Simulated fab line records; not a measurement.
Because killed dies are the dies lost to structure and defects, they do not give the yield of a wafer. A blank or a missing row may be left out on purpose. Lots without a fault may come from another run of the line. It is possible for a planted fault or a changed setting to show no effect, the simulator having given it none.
A lot that was struck, set against a sound lot :: flow berkeley-cmos170 :: 29 out of 331 route steps
Sound: the wafers L221.4, L221.5, L221.6. Struck: wafer L232.2 (left out: L232.5, L232.6 of the same lot, which were not struck); the cause appears at the end.
At each step with rows: each side's tool, then ch and its chambers, then its first start. Under that, the readings that differ: sound wafers :: struck wafers :: difference of the means :: sigmas: that difference in standard deviations of wafers without a fault.
alike: readings with means less than 2 such deviations apart, plus words and numbers identical on both sides. not compared: withheld readings, readings lacking a value on some wafer, bounds such as >300 that could conceal the same value, and numbers that have no deviation in the record and whose values overlap.
A row with sigmas, a row that says differs or no value, or rows on one side alone: a step with any of these is where the two part. Numbers that have no deviation but don't overlap get no sigmas and don't part them. A reading missing from all wafers of one side parts the sides only when that side holds two or more wafers.

UCB170_ACTIVE_THK_MEAS_03:
  sound on film-metro-03 at day 4 10:01; struck on film-metro-03 at day 6 22:27
  alike: ACTIVE_OXIDE_THK
then, 2 steps without rows for these wafers: UCB170_ACTIVE_ANNEAL_04 (time 900 s); UCB170_ACTIVE_CVD_05 (deposits Si3N4 from SiH2Cl2/NH3, target thk 220 nm, time 3300 s).
UCB170_ACTIVE_THK_MEAS_06:
  sound on film-metro-02 at day 4 17:27; struck on film-metro-02 at day 7 06:57
  alike: ACTIVE_NITRIDE_THK
then, 6 steps without rows for these wafers: UCB170_ACTIVE_HMDS_07 (prime time 60 s); UCB170_ACTIVE_COAT_08 (resist thk 900 nm); UCB170_ACTIVE_SOFTBAKE_09 (time 58.87 s); UCB170_ACTIVE_EXPOSE_10 (exposes mask ACTIVE, target cd 1200 nm); UCB170_ACTIVE_PEB_11; UCB170_ACTIVE_DEVELOP_12 (develop time 45 s).
UCB170_ACTIVE_CD_MEAS_13: target cd 1200 nm.
  sound on cd-sem-01 at day 4 19:40; struck on cd-sem-01 at day 7 08:23
  alike: cd-nm
UCB170_ACTIVE_OVL_MEAS_14:
  sound on overlay-02 at day 4 19:45; struck on overlay-02 at day 7 08:29
  alike: ACTIVE_OVL
UCB170_ACTIVE_ETCH_15: etches Si3N4 in CH3F/Ar/O2, stops on SiO2, target depth 242 nm, time 151 s.
  sound on rie-diel-04 ch 0,1, day 4 19:46; struck on rie-diel-03 ch 3, day 7 08:31
reading: drypump-motor-current-A (A)
sound: 5.6 5.6 5.8
struck: 6.6
difference: +0.9
sigmas: +2

reading: over-etch-frac
sound: 0.1 0.1 0.1
struck: 0.17816
difference: +0.07816
sigmas: 

reading: model.KrF_of_ACTIVE_COAT_08.thk-nm (nm)
sound: 725.7 729.3 722.8
struck: 707
difference: -19
sigmas: 

reading: model.SiO2_of_ACTIVE_OXIDATION_02.thk-nm (nm)
sound: 22.52 21.9 21.13
struck: 18.75
difference: -3.10
sigmas: 
  alike: oes-product-au, throttle-valve-pct
  not compared: rf-hours-counter-h
UCB170_ACTIVE_STRIP_16: strips in O2.
  sound on plasma-asher-04 ch 0,1, day 4 19:54; struck on plasma-asher-02 ch 0, day 7 08:37
reading: drypump-motor-current-A (A)
sound: 5.5 5.4 5.5
struck: 6.5
difference: +1.0
sigmas: +2

reading: rf-hours-counter-h (h)
sound: - - -
struck: 39
difference: no value on the sound wafers
sigmas: 

reading: strip-time-to-endpoint-s (s)
sound: 18.12 18.22 18.04
struck: 17.66
difference: -0.47
sigmas: -5
  alike: oes-product-au
UCB170_ACTIVE_CD_MEAS_90: target cd 1200 nm.
  sound on cd-sem-01 at day 4 20:09; struck on cd-sem-01 at day 7 08:47
  alike: cd-nm
then, 7 steps without rows for these wafers: UCB170_ACTIVE_CLEAN_17 (cleans in SPM, time 600 s); UCB170_PFIELD_HMDS_00 (prime time 60 s); UCB170_PFIELD_COAT_01 (resist thk 900 nm); UCB170_PFIELD_SOFTBAKE_02 (time 60 s); UCB170_PFIELD_EXPOSE_03 (exposes mask PFIELD, target cd 1500 nm); UCB170_PFIELD_PEB_04; UCB170_PFIELD_DEVELOP_05 (develop time 45 s).
UCB170_PFIELD_OVL_MEAS_06:
  sound on overlay-01 at day 5 00:01; struck on overlay-02 at day 7 10:59
reading: PFIELD_OVL (nm)
sound: 2 -1 -6
struck: 12
difference: +14
sigmas: +3
after that, 1 step had no rows for these wafers: UCB170_PFIELD_IMPLANT_07.
UCB170_PFIELD_STRIP_08: strips in O2.
  sound on plasma-asher-02 ch 0,1, day 5 00:18; struck on plasma-asher-04 ch 0, day 7 11:10
reading: rf-hours-counter-h (h)
sound: - - -
struck: 4
difference: no value on the sound wafers
sigmas: 
  alike: drypump-motor-current-A, oes-product-au, strip-time-to-endpoint-s
UCB170_PFIELD_TW_MEAS_09:
  sound on film-metro-02 at day 5 00:23; struck on film-metro-01 at day 7 11:16
  alike: PFIELD_TW
UCB170_FIELD_CLEAN_00: cleans in dHF, time 7.5 s.
  sound on wet-bench-04 ch 2, day 5 00:28; struck on wet-bench-04 ch 2, day 7 11:22
reading: model.SiO2_of_ACTIVE_OXIDATION_02.thk-nm (nm)
sound: 21.03 20.42 19.65
struck: 17.27
difference: -3.10
sigmas: 
then, 1 step without rows for these wafers: UCB170_FIELD_OXIDATION_01 (target thk 558.3 nm, ox time 7200 s).
-- the record jumps here: 4 days lie between the struck wafers' starts before and after (it left off in module FIELD and takes up again in module M3, whose first step shown is number 331 of the route) --
UCB170_M3_PROBE_99:
  the record has rows for the struck wafers here (prober-01, day 11 10:52) and none for the sound ones

== WHERE THEY PART ==
Last at UCB170_M3_PROBE_99 as far as this record goes, first at UCB170_ACTIVE_ETCH_15.

WHY: whatever the simulator had introduced
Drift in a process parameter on rie-diel-03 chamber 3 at UCB170_ACTIVE_ETCH_15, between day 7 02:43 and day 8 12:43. From 0.1, the setting over-etch-frac moved by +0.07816. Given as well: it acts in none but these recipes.
